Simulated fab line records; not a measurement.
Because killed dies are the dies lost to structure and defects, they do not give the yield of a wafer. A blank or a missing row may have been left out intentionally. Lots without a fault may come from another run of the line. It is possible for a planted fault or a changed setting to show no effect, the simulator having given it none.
A sampling plan put to the test -- flow ritCmos -- one line in one fab, 32 faults in these records, each fault weighed on the records of the lots it struck
What counts as the plan is the set of the line's own looks, namely the steps on the route at which a gauge or an inspection reads a wafer and does not change it. A look is open to judgement when struck wafers have a number at it and the file gives its usual mean and standard deviation on fault-free wafers. Caught: the struck wafers' mean, at a look after the fault's first step, is 4 or more of those standard deviations (sigma) away from the usual mean. On the tool: the identical test, applied to the tool's own readings at the steps of the fault. Also counted as caught: the struck wafers showing another recipe, or a record that is empty for them alone.

THE FAULTS, as the simulator had put them in
1. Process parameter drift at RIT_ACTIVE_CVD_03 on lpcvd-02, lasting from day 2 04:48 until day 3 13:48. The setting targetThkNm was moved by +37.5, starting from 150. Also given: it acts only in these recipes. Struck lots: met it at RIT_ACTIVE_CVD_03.
2. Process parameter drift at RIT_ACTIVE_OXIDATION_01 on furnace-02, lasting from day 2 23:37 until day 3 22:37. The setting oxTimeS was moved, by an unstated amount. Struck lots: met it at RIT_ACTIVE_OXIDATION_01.
3. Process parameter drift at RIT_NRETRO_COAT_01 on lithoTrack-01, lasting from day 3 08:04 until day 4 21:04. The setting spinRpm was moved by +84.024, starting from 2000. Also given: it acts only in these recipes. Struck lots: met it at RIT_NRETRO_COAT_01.
4. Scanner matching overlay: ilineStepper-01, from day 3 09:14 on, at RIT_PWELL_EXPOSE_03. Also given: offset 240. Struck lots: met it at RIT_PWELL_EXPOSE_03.
5. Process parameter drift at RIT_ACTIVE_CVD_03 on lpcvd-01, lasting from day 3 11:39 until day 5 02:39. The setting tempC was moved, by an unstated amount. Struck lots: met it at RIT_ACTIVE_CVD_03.
6. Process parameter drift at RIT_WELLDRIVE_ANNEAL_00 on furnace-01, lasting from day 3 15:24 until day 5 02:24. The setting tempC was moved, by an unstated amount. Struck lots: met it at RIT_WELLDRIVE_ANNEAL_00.
7. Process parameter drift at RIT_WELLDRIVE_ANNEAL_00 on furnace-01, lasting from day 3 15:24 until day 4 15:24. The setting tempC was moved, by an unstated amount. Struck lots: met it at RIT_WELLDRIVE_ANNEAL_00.
8. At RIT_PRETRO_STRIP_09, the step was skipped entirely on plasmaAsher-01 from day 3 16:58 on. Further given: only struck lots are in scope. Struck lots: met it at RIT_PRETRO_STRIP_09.
9. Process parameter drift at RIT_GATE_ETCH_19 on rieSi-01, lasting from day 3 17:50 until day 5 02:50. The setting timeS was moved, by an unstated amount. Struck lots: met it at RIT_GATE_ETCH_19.
10. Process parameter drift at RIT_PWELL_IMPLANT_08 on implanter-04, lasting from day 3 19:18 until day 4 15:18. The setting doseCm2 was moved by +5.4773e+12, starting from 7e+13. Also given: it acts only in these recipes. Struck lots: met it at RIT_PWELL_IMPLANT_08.
11. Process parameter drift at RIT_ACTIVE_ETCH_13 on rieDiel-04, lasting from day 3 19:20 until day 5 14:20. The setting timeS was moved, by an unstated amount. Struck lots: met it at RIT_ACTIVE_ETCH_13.
12. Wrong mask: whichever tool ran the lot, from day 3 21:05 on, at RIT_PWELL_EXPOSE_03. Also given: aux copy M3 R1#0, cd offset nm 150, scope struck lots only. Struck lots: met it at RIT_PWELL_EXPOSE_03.
13. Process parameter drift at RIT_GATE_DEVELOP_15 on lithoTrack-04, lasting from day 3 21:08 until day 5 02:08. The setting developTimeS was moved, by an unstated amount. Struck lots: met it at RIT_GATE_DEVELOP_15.
14. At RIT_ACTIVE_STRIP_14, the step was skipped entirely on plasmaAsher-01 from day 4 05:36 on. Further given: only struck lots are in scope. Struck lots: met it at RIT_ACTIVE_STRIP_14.
15. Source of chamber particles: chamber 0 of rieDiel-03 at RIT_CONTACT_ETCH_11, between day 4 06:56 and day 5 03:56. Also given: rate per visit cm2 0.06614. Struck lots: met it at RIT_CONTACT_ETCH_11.
16. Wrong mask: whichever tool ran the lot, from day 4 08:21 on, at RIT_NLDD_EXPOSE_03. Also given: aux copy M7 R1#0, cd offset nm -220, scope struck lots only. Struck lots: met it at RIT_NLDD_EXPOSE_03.
17. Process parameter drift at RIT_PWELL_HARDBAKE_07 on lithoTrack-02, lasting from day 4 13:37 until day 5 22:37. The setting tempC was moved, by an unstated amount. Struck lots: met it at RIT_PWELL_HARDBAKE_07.
18. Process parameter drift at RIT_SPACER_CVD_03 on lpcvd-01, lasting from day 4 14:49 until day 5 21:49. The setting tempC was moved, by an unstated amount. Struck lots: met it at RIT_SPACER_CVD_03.
19. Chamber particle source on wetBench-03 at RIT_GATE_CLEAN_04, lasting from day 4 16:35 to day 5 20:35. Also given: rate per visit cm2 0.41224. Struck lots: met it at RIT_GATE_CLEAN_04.
20. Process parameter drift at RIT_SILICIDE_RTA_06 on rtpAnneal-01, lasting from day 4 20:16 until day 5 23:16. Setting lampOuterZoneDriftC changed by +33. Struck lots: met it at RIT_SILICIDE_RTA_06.
21. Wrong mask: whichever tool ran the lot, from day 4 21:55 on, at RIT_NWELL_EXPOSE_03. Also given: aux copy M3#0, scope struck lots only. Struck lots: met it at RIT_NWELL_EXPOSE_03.
22. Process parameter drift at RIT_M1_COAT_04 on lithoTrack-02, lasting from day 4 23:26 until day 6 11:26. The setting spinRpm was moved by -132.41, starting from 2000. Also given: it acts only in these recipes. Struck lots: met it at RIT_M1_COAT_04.
23. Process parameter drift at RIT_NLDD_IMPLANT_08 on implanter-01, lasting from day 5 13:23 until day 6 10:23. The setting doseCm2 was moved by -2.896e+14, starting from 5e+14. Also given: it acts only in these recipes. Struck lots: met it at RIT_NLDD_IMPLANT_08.
24. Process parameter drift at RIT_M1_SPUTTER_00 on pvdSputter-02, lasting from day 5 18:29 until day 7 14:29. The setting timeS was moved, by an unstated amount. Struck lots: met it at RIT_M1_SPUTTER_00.
25. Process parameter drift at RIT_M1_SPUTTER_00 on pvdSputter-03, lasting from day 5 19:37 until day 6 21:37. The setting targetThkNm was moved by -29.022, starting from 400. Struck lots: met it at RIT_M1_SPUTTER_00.
26. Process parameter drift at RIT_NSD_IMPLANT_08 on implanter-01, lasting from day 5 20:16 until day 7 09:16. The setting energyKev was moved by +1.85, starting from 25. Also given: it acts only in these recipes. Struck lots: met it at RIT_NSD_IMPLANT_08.
27. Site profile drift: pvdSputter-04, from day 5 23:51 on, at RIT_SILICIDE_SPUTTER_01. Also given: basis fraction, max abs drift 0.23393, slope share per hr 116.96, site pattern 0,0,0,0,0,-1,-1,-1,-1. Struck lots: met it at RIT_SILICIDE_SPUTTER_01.
28. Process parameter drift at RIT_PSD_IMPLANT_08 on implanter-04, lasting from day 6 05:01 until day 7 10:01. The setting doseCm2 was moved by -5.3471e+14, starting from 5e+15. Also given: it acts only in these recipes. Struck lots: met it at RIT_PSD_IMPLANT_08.
29. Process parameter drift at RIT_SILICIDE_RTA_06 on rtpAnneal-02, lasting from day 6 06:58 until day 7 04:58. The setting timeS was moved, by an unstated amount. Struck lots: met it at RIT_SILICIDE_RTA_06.
30. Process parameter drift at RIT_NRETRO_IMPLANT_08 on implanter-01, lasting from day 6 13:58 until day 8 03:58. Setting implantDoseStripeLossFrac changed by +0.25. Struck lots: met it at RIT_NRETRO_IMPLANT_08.
31. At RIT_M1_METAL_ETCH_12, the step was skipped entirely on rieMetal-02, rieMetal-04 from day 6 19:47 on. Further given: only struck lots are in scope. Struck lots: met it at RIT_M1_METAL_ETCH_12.
32. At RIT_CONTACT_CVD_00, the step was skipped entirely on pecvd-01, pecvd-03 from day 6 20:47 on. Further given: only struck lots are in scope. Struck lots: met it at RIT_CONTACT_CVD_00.

WHAT THE PLAN SAW
fault,on the tool itself,first look that catches it,"reading, sigma",median hours from its first step to that look,hours from the fault's start to the first struck lot there,judged looks passed uncaught
1,no reading that can be judged,RIT_ACTIVE_THK_MEAS_04,ACTIVE_NITRIDE_THK +24,1.4,8,0
2,under 2 sigma,RIT_ACTIVE_THK_MEAS_02,ACTIVE_OXIDE_THK -22,1.9,9,0
3,spinSpeedRpm +64 sigma,not the one look that can be judged after it,-,-,-,1
4,under 2 sigma,RIT_PWELL_OVL_MEAS_06,PWELL_OVL +99 or beyond,0.5,5,0
5,susceptorTempC +38 sigma,RIT_ACTIVE_THK_MEAS_04,ACTIVE_NITRIDE_THK +29,1.4,4,0
6,tubeCenterTempC -80 sigma,RIT_WELLDRIVE_RS_MEAS_01,NWELL_RS +11,5.1,1,0
7,tubeCenterTempC +99 or beyond sigma,RIT_WELLDRIVE_RS_MEAS_01,NWELL_RS -19,5.1,1,0
8,no reading that can be judged,not the one look that can be judged after it,-,-,-,1
9,runLengthS +31 sigma,no look after it can be judged,-,-,-,0
10,doseIonsCm2 +74 sigma,RIT_WELLDRIVE_RS_MEAS_02,PWELL_RS -16,6.7,11,1
11,runLengthS +99 or beyond sigma,none of the 4 looks that can be judged after it,-,-,-,4
12,no reading that can be judged,no look after it can be judged,-,-,-,0
13,no reading that can be judged,RIT_GATE_CD_MEAS_16,cdNm +6.9,0.5,0,0
14,no reading that can be judged,not the one look that can be judged after it,-,-,-,1
15,under 2 sigma,no look after it can be judged,-,-,-,0
16,no reading that can be judged,no look after it can be judged,-,-,-,0
17,heaterPowerTotalW -28 sigma,no look after it can be judged,-,-,-,0
18,susceptorTempC +99 or beyond sigma,RIT_SPACER_THK_MEAS_04,SPACER_NITRIDE_THK +76,1.9,1,0
19,no reading that can be judged,not the one look that can be judged after it,-,-,-,1
20,under 2 sigma,no look after it can be judged,-,-,-,0
21,no reading that can be judged,RIT_NWELL_TW_MEAS_10,NWELL_TW -99 or beyond,1.0,3,0
22,spinSpeedRpm -99 or beyond sigma,none of the 2 looks that can be judged after it,"strongest: cdNm at RIT_M1_CD_MEAS_09, +2.9",-,-,2
23,doseIonsCm2 -99 or beyond sigma,RIT_NLDD_TW_MEAS_10,NLDD_TW -31,0.3,5,0
24,under 2 sigma,RIT_M1_RS_MEAS_01,M1_AL_RS -19,0.3,11,0
25,under 2 sigma,RIT_M1_RS_MEAS_01,M1_AL_RS +9.4,0.3,2,0
26,beamEnergyKeV +99 or beyond sigma,none of the 2 looks that can be judged after it,"strongest: NSD_TW at RIT_NSD_TW_MEAS_10, +3.5",-,-,2
27,under 2 sigma,RIT_SILICIDE_RS_MEAS_02,SILICIDE_TI_RS +10,0.2,6,0
28,doseIonsCm2 -99 or beyond sigma,not the one look that can be judged after it,"strongest: PSD_RS at RIT_SDANNEAL_RS_MEAS_04, +3.2",-,-,1
29,under 2 sigma,none of the 8 looks that can be judged after it,-,-,-,8
30,no reading that can be judged,none of the 6 looks that can be judged after it,-,-,-,6
31,the tool's record is blank for the struck wafers,no look after it can be judged,-,-,-,0
32,the tool's record is blank for the struck wafers,none of the 2 looks that can be judged after it,-,-,-,2
A dash: the fault is not caught, or the number is missing from these records.

Caught at a look: 14 of 32. Caught on the tool: 15 of 32. By one or the other: 23 of 32.
Faults 3, 9, 11, 17, 22, 26, 28, 31, 32 were caught on the tool alone.
Caught at a look alone: faults 1, 2, 4, 13, 21, 24, 25, 27.
Caught by neither: faults 8, 12, 14, 15, 16, 19, 20, 29, 30.

THINNER SAMPLING
In the worst case, this is how late the first struck lot would be measured if the look that catches a fault measured only every second or every third lot, by lot number:
fault,"struck lots at that look, in order of time",every lot,every second lot,every third lot
1,"L160, L162",8 h,may miss all 2,may miss all 2
2,"L888, L889",9 h,15 h,may miss all 2
4,"L842, L844, L845",5 h,25 h,may miss all 3
5,"L480, L482",4 h,may miss all 2,may miss all 2
6,"L245, L247, L251",1 h,may miss all 3,may miss all 3
7,"L775, L777",1 h,may miss all 2,may miss all 2
10,"L258, L259, L260",11 h,22 h,23 h
13,"L717, L720",0 h,7 h,may miss all 2
18,"L235, L236, L238",1 h,4 h,may miss all 3
21,L519,3 h,may miss it,may miss it
23,"L291, L293, L294",5 h,20 h,may miss all 3
24,"L728, L730",11 h,may miss all 2,may miss all 2
25,"L324, L327",2 h,13 h,may miss all 2
27,"L676, L678",6 h,may miss all 2,may miss all 2
Hours are from the fault's start to the first struck lot that is measured. Since the struck wafers were tested as one group against 4 sigma, a single lot by itself may lie under the limit. Other struck lots may not be in these records.

THE LONGEST TIMED WAY FROM STEP TO LOOK
In fault 10, a median of 6.7 hours elapses between RIT_PWELL_IMPLANT_08 and RIT_WELLDRIVE_RS_MEAS_02. The look between them that can be judged stayed within 4 sigma: RIT_PWELL_TW_MEAS_10.
